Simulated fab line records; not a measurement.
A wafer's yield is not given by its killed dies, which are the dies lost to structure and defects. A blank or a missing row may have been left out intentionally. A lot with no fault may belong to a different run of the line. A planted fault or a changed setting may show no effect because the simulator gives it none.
fab line records	flow berkeley_cmos170
record lots=5	wafers=27
route steps=331 shown NWELL@15 PWELL@39 PLDD@150 M1@238 V1@268
start_h: hours from the record's opening day to when the first of the lot's shown wafers began	wait_h: hours from the lot's prior step to this one	" same as the row above	L1.1+2: a row that stands for several wafers	- value missing, or start not given	* or withheld: withheld	< > ~ a bound
route shown NAME@n: names a module that has steps shown in the file, with the first one's number in the route	usual: average and standard deviation across the fault-free wafers	same: alike in all rows	chamber/n: place in a boat	sites: readings site by site	_std_site: how widely they spread, as a standard deviation	_edge_site: mean of outer sites minus mean of inner sites	radius_mm: how far each site lies from the wafer's centre	mask NAME#n: copy n	behind: the tool/chamber that last shaped the wafer	hold: what put the lot on hold/how long, in hours/how the hold closed	device: transistor that didn't switch, given as n, p or np	end of line: the route-end tests of the same wafers	step lacking rows: just its recipe	killed: at the first sort, the dies lost to defects and structure; wafer yield is something else	map: dies across one wafer; x = killed, . = not, _ = none there
set.NAME: the setting that was run; set.NAME@STEP: the one run at that earlier step	model.NAME: the simulator's own value behind a step, which no gauge read
lots run with intentionally changed settings; tables by step, rows by wafer
## steps
# step UCB170_NWELL_OXIDATION_01
# recipe temp_c=1000	ambient=O2	target_thk_a=264	ox_time_s=1260
lot.wafer	tool	chamber	start_h	wait_h	set.ox_time_s	model.SiO2_of_NWELL_OXIDATION_01.thk_nm
L075.1	-	-	-	2.3	1036	24.04
L075.2	"	-	"	"	1036	23.63
L075.3	"	-	"	"	1036	24.48
L075.4	"	-	"	"	1036	23.65
L075.5	"	-	"	"	1036	23.54
L075.6	"	-	"	"	1036	23.7
L076.1	-	-	-	4.8	1260	25.95
L076.2	"	-	"	"	1260	25.97
L076.3	"	-	"	"	1260	26.26
L076.4	"	-	"	"	1260	26.11
L076.5	"	-	"	"	1260	26.23
L076.6	"	-	"	"	1260	25.77
L081.2	furnace-01	0	61.51	2.3	1260	26.52
L081.3	"	0	"	"	1260	26.63
L081.5	"	0	"	"	1260	26.5
L082.1	-	-	-	2.6	608.8	17.72
L082.2	"	-	"	"	608.8	17.58
L082.3	"	-	"	"	608.8	17.97
L082.4	"	-	"	"	608.8	17.96
L082.5	"	-	"	"	608.8	17.84
L082.6	"	-	"	"	608.8	17.9
L083.1	-	-	-	2.4	1452	28.53
L083.2	"	-	"	"	1452	28.19
L083.3	"	-	"	"	1452	28.51
L083.4	"	-	"	"	1452	27.9
L083.5+6	"	-	"	"	1452	27.97
# step UCB170_NWELL_THK_MEAS_02
# recipe reads=SiO2_of_NWELL_OXIDATION_01
# usual NWELL_OXIDE_THK=25.9/0.57
lot.wafer	tool	chamber	start_h	wait_h	set.ox_time_s@NWELL_OXIDATION_01	NWELL_OXIDE_THK[nm]
L075.1	film_metro-01	-	-	-	1036	24.1
L075.2	"	-	"	"	1036	23.6
L075.3	"	-	"	"	1036	24.5
L075.4	"	-	"	"	1036	23.7
L075.5	"	-	"	"	1036	23.6
L075.6	"	-	"	"	1036	23.7
L076.1	film_metro-01	-	-	-	1260	26.0
L076.2	"	-	"	"	1260	26.0
L076.3	"	-	"	"	1260	26.3
L076.4	"	-	"	"	1260	26.1
L076.5	"	-	"	"	1260	26.2
L076.6	"	-	"	"	1260	25.7
L082.1	film_metro-01	-	-	-	608.8	17.7
L082.2	"	-	"	"	608.8	17.6
L082.3	"	-	"	"	608.8	17.9
L082.4	"	-	"	"	608.8	17.9
L082.5	"	-	"	"	608.8	17.8
L082.6	"	-	"	"	608.8	17.9
L081.2	film_metro-03	-	62.87	0.0	1260	26.5
L081.3	"	-	"	"	1260	26.6
L081.5	"	-	"	"	1260	26.5
L083.1	film_metro-03	-	-	-	1452	28.5
L083.2	"	-	"	"	1452	28.2
L083.3	"	-	"	"	1452	28.5
L083.4	"	-	"	"	1452	27.9
L083.5	"	-	"	"	1452	28.0
L083.6	"	-	"	"	1452	28.0
# step UCB170_PWELL_CVD_05
# recipe material=Si3N4	target_thk_nm=220	temp_c=800	precursor=SiH2Cl2/NH3	time_s=3300	pressure_mtorr=200	sih2cl2_flow_sccm=25	nh3_flow_sccm=75
lot.wafer	tool	chamber	start_h	wait_h	set.time_s	model.Si3N4_of_PWELL_CVD_05.thk_nm
L075.1	-	-	-	0.6	1672	112.6
L075.2	"	-	"	"	1672	115.3
L075.3	"	-	"	"	1672	113.3
L075.4	"	-	"	"	1672	114.7
L075.5	"	-	"	"	1672	113.9
L075.6	"	-	"	"	1672	113.7
L076.1	-	-	-	0.5	3300	216.4
L076.2	"	-	"	"	3300	216.2
L076.3	"	-	"	"	3300	217.9
L076.4	"	-	"	"	3300	216
L076.5	"	-	"	"	3300	216.7
L076.6	"	-	"	"	3300	214.3
L081.2	lpcvd-02	1	84.03	0.0	3300	220.6
L081.3	"	1	"	"	3300	221.6
L081.5	"	1	"	"	3300	222.6
L082.1	-	-	-	0.0	3827	257
L082.2+4	"	-	"	"	3827	256.8
L082.3	"	-	"	"	3827	256.5
L082.5	"	-	"	"	3827	257.7
L082.6	"	-	"	"	3827	256.2
L083.1	-	-	-	0.0	4316	292.7
L083.2	"	-	"	"	4316	293.1
L083.3	"	-	"	"	4316	293.2
L083.4	"	-	"	"	4316	291.2
L083.5	"	-	"	"	4316	292.8
L083.6	"	-	"	"	4316	293
# step UCB170_PWELL_THK_MEAS_06
# recipe reads=Si3N4_of_PWELL_CVD_05
# usual PWELL_NITRIDE_THK=221.2/2.6
lot.wafer	tool	chamber	start_h	wait_h	set.time_s@PWELL_CVD_05	PWELL_NITRIDE_THK[nm]
L075.1	film_metro-04	-	-	-	1672	112.7
L075.2	"	-	"	"	1672	115.3
L075.3	"	-	"	"	1672	113.3
L075.4	"	-	"	"	1672	114.8
L075.5	"	-	"	"	1672	113.9
L075.6	"	-	"	"	1672	113.6
L076.1	film_metro-01	-	-	-	3300	216.2
L076.2	"	-	"	"	3300	216.4
L076.3	"	-	"	"	3300	217.9
L076.4	"	-	"	"	3300	216.0
L076.5	"	-	"	"	3300	216.7
L076.6	"	-	"	"	3300	214.4
L082.1	film_metro-01	-	-	-	3827	256.9
L082.2	"	-	"	"	3827	256.8
L082.3	"	-	"	"	3827	256.1
L082.4	"	-	"	"	3827	256.7
L082.5	"	-	"	"	3827	257.6
L082.6	"	-	"	"	3827	256.3
L081.2	film_metro-04	-	86.92	0.0	3300	220.6
L081.3	"	-	"	"	3300	221.5
L081.5	"	-	"	"	3300	222.6
L083.1	film_metro-03	-	-	-	4316	293.0
L083.2	"	-	"	"	4316	293.0
L083.3	"	-	"	"	4316	293.0
L083.4	"	-	"	"	4316	291.0
L083.5	"	-	"	"	4316	292.9
L083.6	"	-	"	"	4316	293.2
# step UCB170_PWELL_HMDS_07
# recipe prime_time_s=60	prime_temp_c=100
# step UCB170_PWELL_COAT_08
# recipe resist=KrF	spin_rpm=1500	resist_thk_nm=900
# step UCB170_PWELL_DEVELOP_12
# recipe developer=TMAH	develop_time_s=45	resist=KrF	dev_temp_c=21
# step UCB170_PWELL_ETCH_14
# recipe chemistry=CH3F/Ar/O2	target=Si3N4	stop_on=SiO2	CH3F_flow_sccm=20	Ar_flow_sccm=50	O2_flow_sccm=7	pressure_mtorr=50	rf_w=450	target_depth_a=2420	over_etch_frac=0.1	time_s=151
# usual oes_product_au=0.942/0.014
lot.wafer	tool	chamber	start_h	wait_h	set.time_s@PWELL_CVD_05	oes_product_au
L075.1	rie_diel-02	0	54.13	0.0	1672	0.647
L075.2	"	3	"	"	1672	0.658
L075.3	"	1	"	"	1672	0.671
L075.4	"	2	"	"	1672	0.664
L075.5	"	2	"	"	1672	0.669
L075.6	"	3	"	"	1672	0.669
L076.1	rie_diel-03	1	63.73	0.0	3300	0.955
L076.2	"	2	"	"	3300	0.932
L076.3	"	3	"	"	3300	0.939
L076.4	"	0	"	"	3300	0.930
L076.5	"	1	"	"	3300	0.962
L076.6	"	0	"	"	3300	0.922
L082.1	rie_diel-02	1	88.82	0.0	3827	0.994
L082.2	"	3	"	"	3827	0.987
L082.3	"	0	"	"	3827	0.977
L082.4	"	2	"	"	3827	0.985
L082.5	"	3	"	"	3827	0.983
L082.6	"	0	"	"	3827	0.991
L081.2	rie_diel-03	1	89.09	0.0	3300	0.963
L081.3	"	2	"	"	3300	0.949
L081.5	"	1	"	"	3300	0.968
L083.1	rie_diel-02	2	94.97	0.0	4316	0.981
L083.2	"	3	"	"	4316	0.977
L083.3	"	0	"	"	4316	0.984
L083.4	"	1	"	"	4316	0.993
L083.5	"	0	"	"	4316	0.970
L083.6	"	1	"	"	4316	0.995
# step UCB170_PLDD_DEVELOP_05
# recipe developer=TMAH	develop_time_s=45	resist=KrF	dev_temp_c=21
lot.wafer	tool	chamber	start_h	wait_h	set.develop_time_s
L075.1+4+5	litho_track-02	0	-	-	23.42
L075.2+3+6	"	0	"	"	45
L076.1+2+4	litho_track-01	0	-	-	20.6
L076.3+5+6	"	0	"	"	45
L082.1+3+6	litho_track-01	0	-	-	52.85
L082.2+4+5	"	0	"	"	45
L081.2+3+5	litho_track-02	0	-	-	45
L083.1+3+5	litho_track-02	0	-	-	56.64
L083.2+4+6	"	0	"	"	45
# step UCB170_PLDD_CD_MEAS_06
# recipe target_cd_nm=1200
# usual cd_nm=1199.7/1.5
lot.wafer	tool	chamber	start_h	wait_h	set.develop_time_s@PLDD_DEVELOP_05	cd_nm
L075.1	cd_sem-01	-	125.76	-	23.42	1196.0
L075.2	"	-	"	"	45	1199.6
L075.3	"	-	"	"	45	1199.8
L075.4	"	-	"	"	23.42	1194.8
L075.5	"	-	"	"	23.42	1194.1
L075.6	"	-	"	"	45	1199.0
L076.1	cd_sem-01	-	134.93	-	20.6	1193.9
L076.2	"	-	"	"	20.6	1194.0
L076.3	"	-	"	"	45	1201.1
L076.4	"	-	"	"	20.6	1194.3
L076.5	"	-	"	"	45	1201.3
L076.6	"	-	"	"	45	1199.2
L082.1	cd_sem-01	-	162.08	-	52.85	1200.3
L082.2	"	-	"	"	45	1199.6
L082.3	"	-	"	"	52.85	1200.5
L082.4	"	-	"	"	45	1197.4
L082.5	"	-	"	"	45	1199.9
L082.6	"	-	"	"	52.85	1201.3
L081.2	cd_sem-02	-	162.14	-	45	1196.9
L081.3	"	-	"	"	45	1198.1
L081.5	"	-	"	"	45	1197.7
L083.1	cd_sem-01	-	162.40	-	56.64	1201.7
L083.2	"	-	"	"	45	1200.4
L083.3	"	-	"	"	56.64	1201.3
L083.4	"	-	"	"	45	1198.9
L083.5	"	-	"	"	56.64	1201.7
L083.6	"	-	"	"	45	1200.6
# step UCB170_M1_SPUTTER_00
# recipe material=Al	target_thk_nm=600	time_s=80	power_w=6000	chamber_pressure_pa=0.5
lot.wafer	tool	chamber	start_h	wait_h	set.time_s	model.Al_of_M1_SPUTTER_00.thk_nm
L075.1	pvd_sputter-03	-	147.16	0.0	121.6	905.3
L075.2	"	-	"	"	80	600.5
L075.3	"	-	"	"	121.6	913
L075.4	"	-	"	"	121.6	907.8
L075.5	"	-	"	"	80	601.4
L075.6	"	-	"	"	80	599.1
L076.1	pvd_sputter-03	-	154.83	0.0	80	604.6
L076.2	"	-	"	"	80	605
L076.3	"	-	"	"	80	605.1
L076.4	"	-	"	"	80	605.6
L076.5	"	-	"	"	80	609.4
L076.6	"	-	"	"	80	608.1
L081.2	pvd_sputter-04	-	179.45	0.0	80	594.2
L081.3	"	-	"	"	80	603.2
L081.5	"	-	"	"	80	592.1
L083.1	pvd_sputter-03	-	182.04	0.0	80	597
L083.2	"	-	"	"	80	602.4
L083.3	"	-	"	"	80	599
L083.4	"	-	"	"	80	606.9
L083.5	"	-	"	"	80	597.1
L083.6	"	-	"	"	80	601.4
L082.1	pvd_sputter-02	-	182.23	0.0	80	592
L082.2	"	-	"	"	56.18	406.3
L082.3	"	-	"	"	56.18	414.1
L082.4	"	-	"	"	80	595.5
L082.5	"	-	"	"	80	592.6
L082.6	"	-	"	"	56.18	413.4
# step UCB170_M1_RS_MEAS_01
# recipe thk_meas_gauge=four-point-probe	reads=Al_of_M1_SPUTTER_00
# usual M1_AL_RS=0.0485/0.00046
lot.wafer	tool	chamber	start_h	wait_h	set.time_s@M1_SPUTTER_00	M1_AL_RS[ohm/sq]
L075.1	film_metro-02	-	147.22	0.0	121.6	0.0319
L075.2	"	-	"	"	80	0.0483
L075.3	"	-	"	"	121.6	0.0316
L075.4	"	-	"	"	121.6	0.0319
L075.5	"	-	"	"	80	0.0483
L075.6	"	-	"	"	80	0.0486
L076.1	film_metro-04	-	154.89	0.0	80	0.0481
L076.2	"	-	"	"	80	0.0480
L076.3	"	-	"	"	80	0.0482
L076.4	"	-	"	"	80	0.0481
L076.5	"	-	"	"	80	0.0477
L076.6	"	-	"	"	80	0.0478
L081.2	film_metro-02	-	179.53	0.1	80	0.0489
L081.3	"	-	"	"	80	0.0481
L081.5	"	-	"	"	80	0.0491
L083.1	film_metro-01	-	182.10	0.0	80	0.0488
L083.2	"	-	"	"	80	0.0484
L083.3	"	-	"	"	80	0.0486
L083.4	"	-	"	"	80	0.0479
L083.5	"	-	"	"	80	0.0488
L083.6	"	-	"	"	80	0.0484
L082.1	film_metro-04	-	182.29	0.0	80	0.0492
L082.2	"	-	"	"	56.18	0.0724
L082.3	"	-	"	"	56.18	0.0709
L082.4	"	-	"	"	80	0.0489
L082.5	"	-	"	"	80	0.0492
L082.6	"	-	"	"	56.18	0.0709
# step UCB170_M1_THK_MEAS_02
# recipe thk_meas_gauge=xrf	reads=Al_of_M1_SPUTTER_00
# usual M1_AL_THK=604/6.2
lot.wafer	tool	chamber	start_h	wait_h	set.time_s@M1_SPUTTER_00	M1_AL_THK[nm]
L075.1	film_metro-02	-	147.34	0.1	121.6	919
L075.2	"	-	"	"	80	605
L075.3	"	-	"	"	121.6	919
L075.4	"	-	"	"	121.6	915
L075.5	"	-	"	"	80	605
L075.6	"	-	"	"	80	606
L076.1	film_metro-04	-	155.01	0.1	80	605
L076.2	"	-	"	"	80	606
L076.3	"	-	"	"	80	604
L076.4	"	-	"	"	80	604
L076.5	"	-	"	"	80	607
L076.6	"	-	"	"	80	608
L081.2	film_metro-02	-	179.64	0.1	80	601
L081.3	"	-	"	"	80	613
L081.5	"	-	"	"	80	603
L083.1	film_metro-01	-	182.22	0.1	80	601
L083.2	"	-	"	"	80	605
L083.3	"	-	"	"	80	603
L083.4	"	-	"	"	80	612
L083.5	"	-	"	"	80	602
L083.6	"	-	"	"	80	605
L082.1	film_metro-04	-	182.41	0.1	80	596
L082.2	"	-	"	"	56.18	407
L082.3	"	-	"	"	56.18	416
L082.4	"	-	"	"	80	596
L082.5	"	-	"	"	80	594
L082.6	"	-	"	"	56.18	413
# step UCB170_M1_COAT_03
# recipe resist=BARC	temp_c=withheld	time_s=withheld	spin_rpm=3000	resist_thk_nm=withheld
# step UCB170_M1_COAT_04
# recipe resist=KrF	spin_rpm=1500	resist_thk_nm=900
# step UCB170_M1_ETCH_11
# recipe chemistry=N2/H2	target_depth_a=withheld	overetch_a=withheld	target=BARC	time_s=withheld	source_w=518.7	bias_w=100	pressure_mtorr=30	n2_flow_sccm=100	h2_flow_sccm=200
# step UCB170_M1_METAL_ETCH_12
# recipe chemistry=Cl2/BCl3	target=Al	stop_on=PSG	pressure_mtorr=12	target_depth_a=7800	over_etch_frac=0.3	time_s=130	icp_w=600	bias_w=120	Cl2_flow_sccm=90	bcl3_flow_sccm=45
# usual oes_product_au=0.864/0.016
lot.wafer	tool	chamber	start_h	wait_h	set.time_s@M1_SPUTTER_00	oes_product_au
L075.1	rie_metal-01	0	148.98	-	121.6	1.001
L075.2	"	1	"	"	80	0.857
L075.3	"	0	"	"	121.6	1.002
L075.4	"	1	"	"	121.6	0.994
L075.5	"	1	"	"	80	0.851
L075.6	"	0	"	"	80	0.845
L076.1	rie_metal-04	1	156.24	-	80	0.886
L076.2	"	0	"	"	80	0.847
L076.3	"	1	"	"	80	0.872
L076.4	"	0	"	"	80	0.853
L076.5	"	1	"	"	80	0.884
L076.6	"	0	"	"	80	0.860
L081.2	rie_metal-04	0	181.63	-	80	0.839
L081.3	"	0	"	"	80	0.846
L081.5	"	1	"	"	80	0.874
L083.1	rie_metal-03	0	184.10	-	80	0.868
L083.2	"	1	"	"	80	0.884
L083.3	"	0	"	"	80	0.856
L083.4	"	1	"	"	80	0.885
L083.5	"	0	"	"	80	0.859
L083.6	"	1	"	"	80	0.877
L082.1	rie_metal-04	1	184.46	-	80	0.861
L082.2	"	0	"	"	56.18	0.692
L082.3	"	0	"	"	56.18	0.699
L082.4	"	1	"	"	80	0.871
L082.5	"	1	"	"	80	0.868
L082.6	"	0	"	"	56.18	0.708
# step UCB170_V1_ETCH_14
# recipe chemistry=CHF3/CF4/Ar	target=SiO2	stop_on=Al	CHF3_flow_sccm=45	cf4_flow_sccm=15	Ar_flow_sccm=150	pressure_mtorr=200	rf_w=700	target_depth_a=12500	over_etch_frac=0.25	time_s=291
lot.wafer	tool	chamber	start_h	wait_h	set.time_s	model.KrF_of_V1_COAT_07.thk_nm
L075.1	rie_diel-01	1	154.49	0.0	380.9	520.9
L075.2	"	2	"	"	291	613.1
L075.3	"	3	"	"	291	603.2
L075.4	"	0	"	"	291	604.8
L075.5	"	0	"	"	380.9	516.4
L075.6	"	3	"	"	380.9	513.5
L076.1	rie_diel-04	3	162.62	0.0	291	602.5
L076.2	"	1	"	"	291	610.6
L076.3	"	2	"	"	291	602.8
L076.4	"	0	"	"	389	524.9
L076.5	"	3	"	"	389	506.3
L076.6	"	0	"	"	389	525.6
L081.2	rie_diel-03	2	188.27	0.0	291	622.7
L081.3	"	0	"	"	291	615.3
L081.5	"	0	"	"	291	616.7
L083.1	rie_diel-03	0	190.04	0.0	291	612.4
L083.2	"	2	"	"	291	618.3
L083.3	"	1	"	"	291	602.1
L083.4	"	1	"	"	291	607.5
L083.5	"	2	"	"	291	613.8
L083.6	"	0	"	"	291	609.9
L082.1	rie_diel-01	2	190.16	0.0	291	610.9
L082.2	"	0	"	"	192.4	691.7
L082.3	"	3	"	"	291	599.9
L082.4	"	1	"	"	192.4	696.8
L082.5	"	3	"	"	291	603.1
L082.6	"	2	"	"	192.4	704.8
# step UCB170_V1_STRIP_15
# recipe chemistry=O2	power_w=400	pressure_mtorr=3500	platen_temp_c=withheld	o2_flow_sccm=400	overash_fraction=0.5
# usual strip_time_to_endpoint_s=15.31/0.15
lot.wafer	tool	chamber	start_h	wait_h	set.time_s@V1_ETCH_14	strip_time_to_endpoint_s
L075.1	plasma_asher-01	1	154.67	0.1	380.9	13.21
L075.2	"	0	"	"	291	15.39
L075.3	"	0	"	"	291	15.14
L075.4	"	1	"	"	291	15.19
L075.5	"	1	"	"	380.9	13.10
L075.6	"	0	"	"	380.9	13.04
L076.1	plasma_asher-04	0	162.80	0.1	291	15.13
L076.2	"	1	"	"	291	15.33
L076.3	"	1	"	"	291	15.14
L076.4	"	0	"	"	389	13.30
L076.5	"	1	"	"	389	12.86
L076.6	"	0	"	"	389	13.30
L081.2	plasma_asher-03	1	188.45	0.1	291	15.61
L081.3	"	0	"	"	291	15.43
L081.5	"	1	"	"	291	15.48
L083.1	plasma_asher-04	1	190.22	0.1	291	15.37
L083.2	"	0	"	"	291	15.50
L083.3	"	0	"	"	291	15.13
L083.4	"	1	"	"	291	15.26
L083.5	"	1	"	"	291	15.39
L083.6	"	0	"	"	291	15.31
L082.1	plasma_asher-01	0	190.34	0.1	291	15.35
L082.2	"	1	"	"	192.4	17.19
L082.3	"	0	"	"	291	15.07
L082.4	"	1	"	"	192.4	17.30
L082.5	"	0	"	"	291	15.14
L082.6	"	1	"	"	192.4	17.51
## key
split step=UCB170_NWELL_OXIDATION_01	setting=ox_time_s	stated=1260	by=lot
response step=UCB170_NWELL_OXIDATION_01	reading=model.SiO2_of_NWELL_OXIDATION_01.thk_nm	change=+0.156	per=1%	r=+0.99
response step=UCB170_NWELL_THK_MEAS_02	reading=NWELL_OXIDE_THK	change=+0.156	per=1%	r=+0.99
split step=UCB170_PWELL_CVD_05	setting=time_s	stated=3300	by=lot
response step=UCB170_PWELL_CVD_05	reading=model.Si3N4_of_PWELL_CVD_05.thk_nm	change=+2.22	per=1%	r=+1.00
response step=UCB170_PWELL_THK_MEAS_06	reading=PWELL_NITRIDE_THK	change=+2.22	per=1%	r=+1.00
response step=UCB170_PWELL_ETCH_14	reading=oes_product_au	change=+0.0043	per=1%	r=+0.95
split step=UCB170_PLDD_DEVELOP_05	setting=develop_time_s	stated=45	by=wafer
response step=UCB170_PLDD_CD_MEAS_06	reading=cd_nm	change=+0.103	per=1%	r=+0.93
split step=UCB170_M1_SPUTTER_00	setting=time_s	stated=80	by=wafer
response step=UCB170_M1_SPUTTER_00	reading=model.Al_of_M1_SPUTTER_00.thk_nm	change=+5.98	per=1%	r=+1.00
response step=UCB170_M1_RS_MEAS_01	reading=M1_AL_RS	shape=bent	at_lowest=0.0714	at_stated=0.0484	at_highest=0.0318
response step=UCB170_M1_THK_MEAS_02	reading=M1_AL_THK	change=+6.04	per=1%	r=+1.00
response step=UCB170_M1_METAL_ETCH_12	reading=oes_product_au	change=+0.00353	per=1%	r=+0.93
split step=UCB170_V1_ETCH_14	setting=time_s	stated=291	by=wafer
response step=UCB170_V1_ETCH_14	reading=model.KrF_of_V1_COAT_07.thk_nm	change=-2.73	per=1%	r=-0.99
response step=UCB170_V1_STRIP_15	reading=strip_time_to_endpoint_s	change=*	per=1%	r=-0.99
